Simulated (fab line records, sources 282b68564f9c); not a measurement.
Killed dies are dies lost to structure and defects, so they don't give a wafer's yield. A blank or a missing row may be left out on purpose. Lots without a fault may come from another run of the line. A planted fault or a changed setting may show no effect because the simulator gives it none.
fab line records | flow rit_cmos
record lots=6 wafers=18 last_day=7
route steps=202 shown GATE@89 REOX@98 NLDD@103 PLDD@114 SPACER@125 M1@202
lots that met no fault: from a run of the same line without faults
start_h: hours from the record's first day to the start of the lot's first wafer shown | wait_h: hours since the lot's step before | " the same as in the row above | L1.1+2: a row that stands for several wafers | - no value, or no start given | * or withheld: withheld | < > ~ a bound
route shown NAME@n: a module of which the file shows steps, and the number in the route of the first | usual: mean/standard deviation of fault-free wafers | same: alike in all rows | chamber/n: place in a boat | sites: the reading at each site | _std_site: their standard deviation | _edge_site: outer sites' mean less inner sites' | radius_mm: how far each site lies from the wafer's centre | mask NAME#n: copy n | behind: the tool/chamber that last shaped the wafer | hold: why the lot was held/for how many hours/how that ended | device: the transistor (n, p or np) that didn't switch | end of line: the same wafers' tests at the end of the route | a step without rows: its recipe alone | killed: dies lost to structure and defects at the first sort, not the wafer's yield | map: a wafer's dies, x killed, . not, _ none there
set.NAME: the setting as run; set.NAME@STEP: as run at that earlier step | model.NAME: the simulator's own value behind a step, which no gauge read
lots at some steps of the route; a table a step, a row a wafer
services: from which hour (start_h, from the record's first day; less than 0 if before it) a tool's chamber was out of use, for how many hours, and why
## steps
# step RIT_GATE_EXPOSE_13
# recipe mask_id=M6 na=0.6 source_shape=conventional sigma_outer=0.6 target_cd_nm=150 dose_mj=380
# step RIT_GATE_PEB_14
# recipe resist=NOVOLAK temp_c=withheld time_s=withheld
# step RIT_GATE_DEVELOP_15
# recipe resist=NOVOLAK develop_time_s=50 dev_temp_c=23
# step RIT_GATE_CD_MEAS_16
# recipe target_cd_nm=150
# usual cd_nm=150.6/1.9
# columns lot.wafer tool chamber start_h wait_h cd_nm
L217.1 cd_sem-02 - 67.60 - 148.1
L217.3 " - " " 147.2
L217.4 " - " " 147.4
L220.1 cd_sem-01 - 82.37 - 146.9
L220.5 " - " " 150.0
L220.6 " - " " 147.9
L221.3 cd_sem-02 - 89.74 - 153.6
L221.4 " - " " 152.4
L221.6 " - " " 148.7
L229.1 cd_sem-01 - 122.93 - 150.7
L229.3 " - " " 151.0
L229.6 " - " " 150.5
L232.4 cd_sem-02 - 140.77 - 152.5
L232.5 " - " " 150.7
L232.6 " - " " 151.2
L234.2 cd_sem-01 - 152.75 - 151.0
L234.5 " - " " 150.7
L234.6 " - " " 152.7
# step RIT_GATE_OVL_MEAS_17
# usual GATE_OVL=0.0/1.2
# columns lot.wafer tool chamber start_h wait_h GATE_OVL[nm]
L217.1 overlay-02 - 67.72 0.1 0.7
L217.3 " - " " 0.3
L217.4 " - " " -1.0
L220.1 overlay-01 - 82.49 0.1 -0.6
L220.5 " - " " -0.1
L220.6 " - " " -1.1
L221.3 overlay-02 - 89.83 0.1 1.8
L221.4 " - " " 1.2
L221.6 " - " " 0.7
L229.1 overlay-02 - 123.05 0.1 -1.2
L229.3 " - " " -0.8
L229.6 " - " " -1.7
L232.4 overlay-01 - 140.84 0.1 0.5
L232.5 " - " " 0.0
L232.6 " - " " -0.9
L234.2 overlay-02 - 152.86 0.1 1.4
L234.5 " - " " -0.9
L234.6 " - " " 0.7
# step RIT_GATE_HARDBAKE_18
# recipe resist=NOVOLAK temp_c=140 time_s=60
# step RIT_GATE_ETCH_19
# recipe chemistry=SF6/CHF3/O2 time_s=165 SF6_flow_sccm=30 CHF3_flow_sccm=30 O2_flow_sccm=5 target=poly-Si pressure_mtorr=40 rf_w=160 target_depth_a=3125 over_etch_frac=0.25 stop_on=SiO2
# usual drypump_motor_current_A=5.7/0.41 oes_product_au=0.843/0.013 throttle_valve_pct=10.21/0.086
# columns lot.wafer tool chamber start_h wait_h drypump_motor_current_A oes_product_au rf_hours_counter_h throttle_valve_pct
L217.1 rie_si-01 0 67.98 0.1 6.4 0.847 3 10.20
L217.3 " 2 " " 6.4 0.829 3 10.20
L217.4 " 3 " " 5.6 0.833 117 10.44
L220.1 rie_si-01 3 82.68 0.1 5.7 0.844 117 10.44
L220.5 " 1 " " 5.6 0.861 - 10.14
L220.6 " 0 " " 6.4 0.849 - 10.21
L221.3 rie_si-02 1 90.01 0.1 5.4 0.851 42 10.19
L221.4 " 0 " " 5.2 0.870 99 10.16
L221.6 " 2 " " 5.8 0.844 - 10.16
L229.1 rie_si-02 3 123.23 0.1 5.3 0.846 100 10.28
L229.3 " 0 " " 5.2 0.855 99 10.16
L229.6 " 3 " " 5.3 0.835 - 10.27
L232.4 rie_si-01 1 141.01 0.1 5.6 0.860 76 10.13
L232.5 " 0 " " 6.4 0.849 - 10.20
L232.6 " 1 " " 5.6 0.876 - 10.14
L234.2 rie_si-01 1 153.04 0.1 5.6 0.868 76 10.14
L234.5 " 1 " " 5.7 0.859 - 10.15
L234.6 " 0 " " 6.4 0.841 - 10.19
# step RIT_GATE_STRIP_20
# recipe chemistry=O2 time_s=180 resist=NOVOLAK platen_temp_c=withheld power_w=500 pressure_mtorr=4000 o2_flow_sccm=4000
# usual drypump_motor_current_A=5.71/0.29
# columns lot.wafer tool chamber start_h wait_h drypump_motor_current_A rf_hours_counter_h
L217.1 plasma_asher-04 0 68.09 0.1 5.01 27
L217.3 " 1 " " 5.55 -
L217.4 " 0 " " 5.02 -
L220.1 plasma_asher-01 1 82.79 0.1 5.61 43
L220.5 " 0 " " 6.09 -
L220.6 " 1 " " 5.66 -
L221.3 plasma_asher-01 0 90.17 0.1 6.10 -
L221.4 " 1 " " 5.61 -
L221.6 " 0 " " 6.09 -
L229.1 plasma_asher-02 0 123.34 0.1 5.73 49
L229.3 " 1 " " 5.86 -
L229.6 " 0 " " 5.74 -
L232.4 plasma_asher-02 0 141.18 0.1 5.72 -
L232.5 " 0 " " 5.73 -
L232.6 " 1 " " 5.92 -
L234.2 plasma_asher-02 0 153.15 0.1 5.71 52
L234.5 " 0 " " 5.71 -
L234.6 " 1 " " 5.85 -
# step RIT_GATE_CD_MEAS_90
# recipe target_cd_nm=150
# usual cd_nm=150.6/2
# columns lot.wafer tool chamber start_h wait_h cd_nm
L217.1 cd_sem-01 - 68.26 0.1 148.0
L217.3 " - " " 147.1
L217.4 " - " " 147.6
L220.1 cd_sem-02 - 82.97 0.1 147.0
L220.5 " - " " 149.5
L220.6 " - " " 147.6
L221.3 cd_sem-01 - 90.33 0.1 153.5
L221.4 " - " " 151.9
L221.6 " - " " 149.2
L229.1 cd_sem-02 - 123.52 0.1 150.9
L229.3 " - " " 150.8
L229.6 " - " " 151.0
L232.4 cd_sem-02 - 141.36 0.1 152.1
L232.5 " - " " 151.1
L232.6 " - " " 151.3
L234.2 cd_sem-02 - 153.34 0.1 151.0
L234.5 " - " " 150.7
L234.6 " - " " 153.3
# step RIT_REOX_CLEAN_00
# recipe chemistry=SC1 mix=3:3:50 time_s=600 temp_c=75
# step RIT_REOX_CLEAN_01
# recipe chemistry=dHF dilution=50:1 time_s=30
# step RIT_REOX_CLEAN_02
# recipe chemistry=SC2 mix=3:3:50 time_s=600 temp_c=75 dry=n2_spin
# step RIT_REOX_OXIDATION_03
# recipe temp_c=900 ambient=O2 target_thk_a=252 ox_time_s=5580
# usual ox_temp_c=899.9/0.38 spike_tc_load_C=924.3/2.8 zone_power_centre_pct=40.0/1.7
# columns lot.wafer tool chamber start_h wait_h ox_temp_c spike_tc_load_C zone_power_centre_pct model.SiO2_of_REOX_OXIDATION_03.thk_nm
L217.1 furnace-01 0 68.75 0.0 900.1 927.6 43.1 25.96
L217.3 " 0 " " 900.2 929.9 42.3 26.17
L217.4 " 0 " " 899.5 929.9 42.7 26.15
L220.1 furnace-04 0 83.49 0.0 899.7 923.1 37.8 32.97
L220.5 " 0 " " 899.6 922.0 39.0 32.54
L220.6 " 0 " " 899.7 921.0 38.0 32.12
L221.3 furnace-04 0 91.37 0.6 900.2 922.4 38.5 32.77
L221.4 " 0 " " 900.7 921.1 38.3 32.92
L221.6 " 0 " " 899.5 921.5 38.1 32.95
L229.1 furnace-01 0 124.93 0.9 899.8 928.4 42.4 24.8
L229.3 " 0 " " 900.8 929.3 42.2 24.94
L229.6 " 0 " " 900.2 927.9 42.3 25
L232.4 furnace-03 0 143.06 1.1 900.0 926.3 41.2 26.04
L232.5 " 0 " " 899.8 924.3 41.0 25.81
L232.6 " 0 " " 899.7 925.8 41.0 26.06
L234.2 furnace-04 0 153.81 0.0 899.6 922.3 39.0 25.12
L234.5 " 0 " " 899.6 922.3 38.9 25.77
L234.6 " 0 " " 899.6 922.5 38.5 25.31
# step RIT_REOX_THK_MEAS_04
# recipe reads=SiO2_of_REOX_OXIDATION_03
# usual REOX_OXIDE_THK=25.2/0.43
# columns lot.wafer tool chamber start_h wait_h REOX_OXIDE_THK[nm]
L217.1 film_metro-02 - 71.30 0.0 26.0
L217.3 " - " " 26.2
L217.4 " - " " 26.2
L220.1 film_metro-02 - 86.04 0.0 33.0
L220.5 " - " " 32.5
L220.6 " - " " 32.1
L221.3 film_metro-04 - 93.94 0.0 32.8
L221.4 " - " " 33.0
L221.6 " - " " 32.9
L229.1 film_metro-01 - 127.48 0.0 24.7
L229.3 " - " " 24.9
L229.6 " - " " 25.0
L232.4 film_metro-02 - 145.64 0.0 26.1
L232.5 " - " " 25.8
L232.6 " - " " 26.0
L234.2 film_metro-01 - 156.37 0.0 25.1
L234.5 " - " " 25.8
L234.6 " - " " 25.3
# step RIT_NLDD_HMDS_00
# recipe prime_time_s=60 prime_temp_c=140
# step RIT_NLDD_COAT_01
# recipe resist=NOVOLAK spin_rpm=3281 resist_thk_nm=1000
# step RIT_NLDD_SOFTBAKE_02
# recipe resist=NOVOLAK temp_c=90 time_s=60
# step RIT_NLDD_EXPOSE_03
# recipe mask_id=M7 na=0.57 target_cd_nm=40700 dose_mj=250
# step RIT_NLDD_PEB_04
# recipe resist=NOVOLAK temp_c=withheld time_s=withheld
# step RIT_NLDD_DEVELOP_05
# recipe resist=NOVOLAK develop_time_s=50 dev_temp_c=23
# step RIT_NLDD_OVL_MEAS_06
# usual NLDD_OVL=1.2/1.4
# columns lot.wafer tool chamber start_h wait_h NLDD_OVL[nm]
L217.1 overlay-02 - 72.21 - 2.9
L217.3 " - " " 5.4
L217.4 " - " " 3.1
L220.1 overlay-01 - 86.95 - 1.4
L220.5 " - " " 2.5
L220.6 " - " " 2.7
L221.3 overlay-02 - 95.04 - 2.5
L221.4 " - " " 2.9
L221.6 " - " " 3.5
L229.1 overlay-01 - 128.52 - 0.2
L229.3 " - " " -0.2
L229.6 " - " " 0.1
L232.4 overlay-02 - 146.66 - 1.2
L232.5 " - " " 0.3
L232.6 " - " " 1.0
L234.2 overlay-01 - 157.42 - 1.7
L234.5 " - " " 0.4
L234.6 " - " " -0.5
# step RIT_NLDD_HARDBAKE_07
# recipe resist=NOVOLAK temp_c=140 time_s=60
# step RIT_NLDD_IMPLANT_08
# recipe species=P energy_kev=19.67 dose_cm2=5e+14 tilt_deg=7
# step RIT_NLDD_STRIP_09
# recipe chemistry=O2 time_s=180 resist=NOVOLAK platen_temp_c=withheld power_w=500 pressure_mtorr=4000 o2_flow_sccm=4000
# usual drypump_motor_current_A=5.72/0.28
# columns lot.wafer tool chamber start_h wait_h drypump_motor_current_A rf_hours_counter_h
L217.1 plasma_asher-03 1 72.54 0.1 6.05 42
L217.3 " 0 " " 5.71 -
L217.4 " 1 " " 6.05 -
L220.1 plasma_asher-02 1 87.29 0.1 5.88 45
L220.5 " 0 " " 5.72 -
L220.6 " 1 " " 5.88 -
L221.3 plasma_asher-03 1 95.43 0.1 6.04 -
L221.4 " 0 " " 5.71 -
L221.6 " 0 " " 5.68 -
L229.1 plasma_asher-04 0 128.85 0.1 5.02 34
L229.3 " 0 " " 5.02 -
L229.6 " 1 " " 5.52 -
L232.4 plasma_asher-04 1 147.04 0.1 5.55 -
L232.5 " 1 " " 5.56 -
L232.6 " 0 " " 5.02 -
L234.2 plasma_asher-02 1 157.75 0.1 5.87 53
L234.5 " 1 " " 5.87 -
L234.6 " 0 " " 5.72 -
# step RIT_NLDD_TW_MEAS_10
# usual NLDD_TW=2466/21
# columns lot.wafer tool chamber start_h wait_h NLDD_TW
L217.1 film_metro-04 - 72.72 0.1 2470
L217.3 " - " " 2479
L217.4 " - " " 2481
L220.1 film_metro-04 - 87.46 0.1 2475
L220.5 " - " " 2489
L220.6 " - " " 2462
L221.3 film_metro-02 - 95.56 0.1 2475
L221.4 " - " " 2478
L221.6 " - " " 2481
L229.1 film_metro-02 - 129.03 0.1 2477
L229.3 " - " " 2461
L229.6 " - " " 2471
L232.4 film_metro-04 - 147.18 0.1 2484
L232.5 " - " " 2468
L232.6 " - " " 2473
L234.2 film_metro-04 - 157.93 0.1 2482
L234.5 " - " " 2485
L234.6 " - " " 2472
# step RIT_PLDD_HMDS_00
# recipe prime_time_s=60 prime_temp_c=140
# step RIT_PLDD_COAT_01
# recipe resist=NOVOLAK spin_rpm=3250 resist_thk_nm=1000
# step RIT_PLDD_SOFTBAKE_02
# recipe resist=NOVOLAK temp_c=90 time_s=60
# step RIT_PLDD_EXPOSE_03
# recipe mask_id=M8 na=0.57 target_cd_nm=40900 dose_mj=250
# step RIT_PLDD_PEB_04
# recipe resist=NOVOLAK temp_c=withheld time_s=withheld
# step RIT_PLDD_DEVELOP_05
# recipe resist=NOVOLAK develop_time_s=50 dev_temp_c=23
# step RIT_PLDD_OVL_MEAS_06
# usual PLDD_OVL=0.1/1.3
# columns lot.wafer tool chamber start_h wait_h PLDD_OVL[nm]
L217.1 overlay-01 - 73.75 - -0.4
L217.3 " - " " -0.3
L217.4 " - " " -2.1
L220.1 overlay-02 - 90.13 - -0.7
L220.5 " - " " 0.8
L220.6 " - " " 0.7
L221.3 overlay-02 - 96.66 - 1.7
L221.4 " - " " 1.7
L221.6 " - " " 1.3
L229.1 overlay-01 - 130.06 - -0.3
L229.3 " - " " 0.5
L229.6 " - " " -1.6
L232.4 overlay-02 - 148.35 - 1.1
L232.5 " - " " 3.4
L232.6 " - " " 1.9
L234.2 overlay-01 - 158.84 - 0.8
L234.5 " - " " 3.1
L234.6 " - " " 2.4
# step RIT_PLDD_HARDBAKE_07
# recipe resist=NOVOLAK temp_c=141.2 time_s=60
# step RIT_PLDD_IMPLANT_08
# recipe species=BF2 energy_kev=20 dose_cm2=9e+14 tilt_deg=7
# step RIT_PLDD_STRIP_09
# recipe chemistry=O2 time_s=180 resist=NOVOLAK platen_temp_c=withheld power_w=500 pressure_mtorr=4000 o2_flow_sccm=4000
# usual drypump_motor_current_A=5.7/0.37
# columns lot.wafer tool chamber start_h wait_h drypump_motor_current_A rf_hours_counter_h
L217.1 plasma_asher-01 1 74.09 0.1 5.6 42
L217.3 " 1 " " 5.6 -
L217.4 " 0 " " 6.1 -
L220.1 plasma_asher-04 0 90.47 0.1 5.0 29
L220.5 " 0 " " 5.0 -
L220.6 " 1 " " 5.6 -
L221.3 plasma_asher-04 1 97.04 0.1 5.5 -
L221.4 " 0 " " 5.0 -
L221.6 " 0 " " 5.0 -
L229.1 plasma_asher-03 0 130.40 0.1 5.7 49
L229.3 " 0 " " 5.7 -
L229.6 " 1 " " 6.0 -
L232.4 plasma_asher-04 0 148.73 0.1 5.0 -
L232.5 " 1 " " 5.5 -
L232.6 " 0 " " 5.0 -
L234.2 plasma_asher-03 1 159.17 0.1 6.0 52
L234.5 " 1 " " 6.0 -
L234.6 " 0 " " 5.7 -
# step RIT_PLDD_TW_MEAS_10
# usual PLDD_TW=2338/21
# columns lot.wafer tool chamber start_h wait_h PLDD_TW
L217.1 film_metro-04 - 74.27 0.1 2352
L217.3 " - " " 2351
L217.4 " - " " 2339
L220.1 film_metro-03 - 90.64 0.1 2299
L220.5 " - " " 2301
L220.6 " - " " 2308
L221.3 film_metro-02 - 97.18 0.1 2347
L221.4 " - " " 2362
L221.6 " - " " 2350
L229.1 film_metro-04 - 130.57 0.1 2356
L229.3 " - " " 2355
L229.6 " - " " 2350
L232.4 film_metro-04 - 148.88 0.1 2347
L232.5 " - " " 2365
L232.6 " - " " 2348
L234.2 film_metro-04 - 159.35 0.1 2342
L234.5 " - " " 2344
L234.6 " - " " 2346
# step RIT_SPACER_CLEAN_00
# recipe chemistry=SC1 mix=3:3:50 time_s=600 temp_c=75
# columns lot.wafer tool chamber start_h wait_h model.SiO2_of_REOX_OXIDATION_03.thk_nm
L217.1 wet_bench-02 3 74.33 0.1 23.96
L217.3 " 3 " " 24.15
L217.4 " 3 " " 24.14
L220.1 wet_bench-04 3 90.70 0.1 30.42
L220.5 " 3 " " 30.01
L220.6 " 3 " " 29.65
L221.3 wet_bench-04 3 97.22 0.0 30.24
L221.4 " 3 " " 30.37
L221.6 " 3 " " 30.41
L229.1 wet_bench-04 0 130.63 0.1 22.89
L229.3 " 0 " " 23.02
L229.6 " 0 " " 23.08
L232.4 wet_bench-01 1 148.91 0.0 24.02
L232.5 " 1 " " 23.82
L232.6 " 1 " " 24.04
L234.2 wet_bench-01 0 159.40 0.0 23.16
L234.5 " 0 " " 23.76
L234.6 " 0 " " 23.35
# step RIT_SPACER_CLEAN_01
# recipe chemistry=dHF dilution=50:1 time_s=30
# step RIT_M1_PROBE_99
# usual killed_at_contacts=0.1/0.31 killed_at_front_end=8/3.1 killed_dies=8/3.2 killed_open=3.9/2.2 killed_short=3.8/2.1
# same gross_dies=264 killed_at_M0_to_M3=0 killed_at_M4_up=0 killed_at_back_side=0 killed_at_other=0
# columns lot.wafer tool chamber start_h wait_h killed_at_contacts killed_at_front_end killed_dies killed_open killed_short model.etest.pmos_turned.r_on_ohm_um model.etest.pmos_0p3.r_on_ohm_um model.etest.pmos_0p15.r_on_ohm_um model.etest.pldd.rs_ohm_sq model.etest.nmos_0p15.r_on_ohm_um model.etest.nmos_0p3.r_on_ohm_um model.etest.nldd.rs_ohm_sq model.etest.pldd.line_ohm_um
L217.1 prober-02 - 89.03 0.1 1 4 5 1 4 3591 6419 2837 545.8 1175 2220 391.3 171.9
L217.3 prober-02 - 89.13 0.2 0 8 8 4 4 3497 6392 2767 555.6 1096 2185 395.1 175.1
L217.4 prober-02 - 89.18 0.2 0 4 4 3 1 3629 6518 2863 559.6 1176 2246 397 176.2
L220.1 prober-02 - 108.59 0.1 0 12 12 6 6 7491 7418 3856 1250 1688 2686 738.5 393.3
L220.5 prober-02 - 108.79 0.2 0 7 7 3 4 6760 7350 3829 1170 1652 2647 702.4 363.2
L220.6 prober-02 - 108.84 0.2 0 8 8 4 4 6224 7189 3647 1105 1600 2591 683.4 346.5
L221.3 prober-01 - 110.74 0.2 0 5 5 4 1 8368 7801 4306 1442 1541 2493 627.8 452.1
L221.4 prober-01 - 110.79 0.2 0 13 13 9 4 8415 7908 4309 1466 1537 2515 630.1 457.7
L221.6 prober-01 - 110.89 0.2 2 8 10 6 4 8932 7949 4322 1494 1546 2552 637 464.1
L229.1 prober-01 - 144.93 0.1 0 5 5 4 1 3328 6140 2695 480.3 1116 2110 374.6 151.8
L229.3 prober-01 - 145.03 0.2 0 9 9 3 6 3296 6007 2672 484.6 1128 2101 372.3 153.2
L229.6 prober-01 - 145.18 0.2 0 13 13 9 4 3344 6190 2738 488.7 1141 2127 376.9 154.9
L232.4 prober-02 - 162.47 0.2 0 2 2 1 1 3619 6460 2904 520.9 1235 2271 422.9 160.9
L232.5 prober-02 - 162.52 0.2 0 4 4 0 4 3460 6307 2764 508.5 1141 2169 415.9 158.4
L232.6 prober-02 - 162.57 0.2 0 5 5 3 2 3618 6406 2869 524 1214 2235 425.3 163.1
L234.2 prober-02 - 172.85 0.1 0 5 5 4 1 3551 6447 2840 522.3 1142 2190 398.2 161.9
L234.5 prober-02 - 173.00 0.2 0 6 6 2 4 3628 6430 2892 561.7 1155 2203 409.5 173.1
L234.6 prober-02 - 173.05 0.2 0 6 6 3 3 3602 6464 2926 531.6 1169 2193 404.9 165.9
# killed by level:class
L217.1 REOX:geometric_particle:short=2 FOX1:geometric_particle:open=1 GATE:geometric_particle:short=1 CONTACT:geometric_particle:short=1
L217.3 FOX2:geometric_particle:short=2 GATE:geometric_particle:open=2 FOX1:geometric_particle:open=1 GATE:geometric_particle:short=1 SPACER:geometric_particle:short=1 SPACER:geometric_particle:open=1
L217.4 SPACER:geometric_particle:open=2 FOX1:geometric_particle:open=1 SPACER:geometric_particle:short=1
L220.1 GATE:geometric_particle:open=4 GATE:geometric_particle:short=2 SPACER:geometric_particle:short=2 FOX1:geometric_particle:short=1 REOX:geometric_particle:open=1 REOX:geometric_particle:short=1 SILICIDE:geometric_particle:open=1
L220.5 SILICIDE:geometric_particle:open=2 SILICIDE:geometric_particle:short=2 FOX2:geometric_particle:open=1 GATE:geometric_particle:short=1 SPACER:geometric_particle:short=1
L220.6 FOX1:geometric_particle:short=2 FOX2:geometric_particle:open=2 FOX2:geometric_particle:short=1 REOX:geometric_particle:open=1 SILICIDE:geometric_particle:open=1 SILICIDE:geometric_particle:short=1
L221.3 GATE:geometric_particle:open=3 FOX2:geometric_particle:open=1 GATE:geometric_particle:short=1
L221.4 GATE:geometric_particle:open=4 FOX1:geometric_particle:open=2 SPACER:geometric_particle:short=2 SILICIDE:geometric_particle:open=2 FOX2:geometric_particle:open=1 GATE:geometric_particle:short=1 SILICIDE:geometric_particle:short=1
L221.6 GATE:geometric_particle:open=4 FOX1:geometric_particle:short=1 GATE:geometric_particle:short=1 SPACER:geometric_particle:open=1 SILICIDE:geometric_particle:short=1 CONTACT:geometric_particle:open=1 CONTACT:geometric_particle:short=1
L229.1 FOX1:geometric_particle:open=2 FOX1:geometric_particle:short=1 GATE:geometric_particle:open=1 REOX:geometric_particle:open=1
L229.3 REOX:geometric_particle:short=2 SILICIDE:geometric_particle:short=2 FOX1:geometric_particle:open=1 FOX2:geometric_particle:open=1 GATE:geometric_particle:open=1 GATE:geometric_particle:short=1 SPACER:geometric_particle:short=1
L229.6 GATE:geometric_particle:open=6 GATE:geometric_particle:short=2 SILICIDE:geometric_particle:open=2 FOX1:geometric_particle:open=1 FOX2:geometric_particle:short=1 SPACER:geometric_particle:short=1
L232.4 SPACER:geometric_particle:open=1 SILICIDE:geometric_particle:short=1
L232.5 FOX1:geometric_particle:short=2 GATE:geometric_particle:short=1 REOX:geometric_particle:short=1
L232.6 GATE:geometric_particle:open=2 FOX1:geometric_particle:open=1 GATE:geometric_particle:short=1 REOX:geometric_particle:short=1
L234.2 FOX1:geometric_particle:open=2 ACTIVE:geometric_particle:short=1 FOX2:geometric_particle:open=1 REOX:geometric_particle:open=1
L234.5 SPACER:geometric_particle:short=3 FOX1:geometric_particle:short=1 FOX2:geometric_particle:open=1 SPACER:geometric_particle:open=1
L234.6 FOX1:geometric_particle:short=2 SPACER:geometric_particle:open=2 REOX:geometric_particle:open=1 REOX:geometric_particle:short=1
## services
# columns tool chamber start_h hours kind
furnace-04 - 54.69 2.9 pm
plasma_asher-01 - 55.06 1.2 repair
furnace-01 - 56.98 3.1 pm
wet_bench-01 - 63.10 2.8 repair
plasma_asher-02 - 72.75 2.8 pm
rie_si-01 2 99.55 5.9 repair
plasma_asher-01 - 108.90 9.0 pm
plasma_asher-01 0 108.90 9.0 vent_cycle
plasma_asher-01 1 108.90 9.0 vent_cycle
plasma_asher-01 0 117.90 - clean
plasma_asher-01 1 117.90 - clean
furnace-03 - 122.54 4.2 pm
furnace-03 - 126.74 3.4 pm
plasma_asher-04 - 132.08 5.2 repair
rie_si-02 0 150.12 12.7 repair
## key
first_sign step=RIT_REOX_THK_MEAS_04 reading=REOX_OXIDE_THK direction=up sigmas=17 usual=25.2 struck=32.7
effect none on later readings
model_effect step=RIT_REOX_OXIDATION_03 value=SiO2_of_REOX_OXIDATION_03.thk_nm without=24.85 struck=32.71
model_effect step=RIT_SPACER_CLEAN_00 value=SiO2_of_REOX_OXIDATION_03.thk_nm without=22.93 struck=30.18
model_effect step=RIT_M1_PROBE_99 value=etest.pmos_turned.r_on_ohm_um without=3345 struck=7698
met_at RIT_REOX_OXIDATION_03
struck_wafers L220.1,L220.5,L220.6,L221.3,L221.4,L221.6
tester_left_out L220,L221
also_fits RIT_GATE_STRIP_20:plasma_asher-01
fault kind=process_parameter_drift tool=furnace-04 chamber=- onset_h=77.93 steps=RIT_REOX_OXIDATION_03 channel=ox_time_s offset=* shape=step end_h=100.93 acts_in=* stated=*
# tester_left_out: of these lots the tester's yield and bins aren't shown, on N5 and GAA mostly nor the transistor test; their killed dies are dies lost to structure and defects alone, not to doping, threshold or leakage, so they don't give the yield
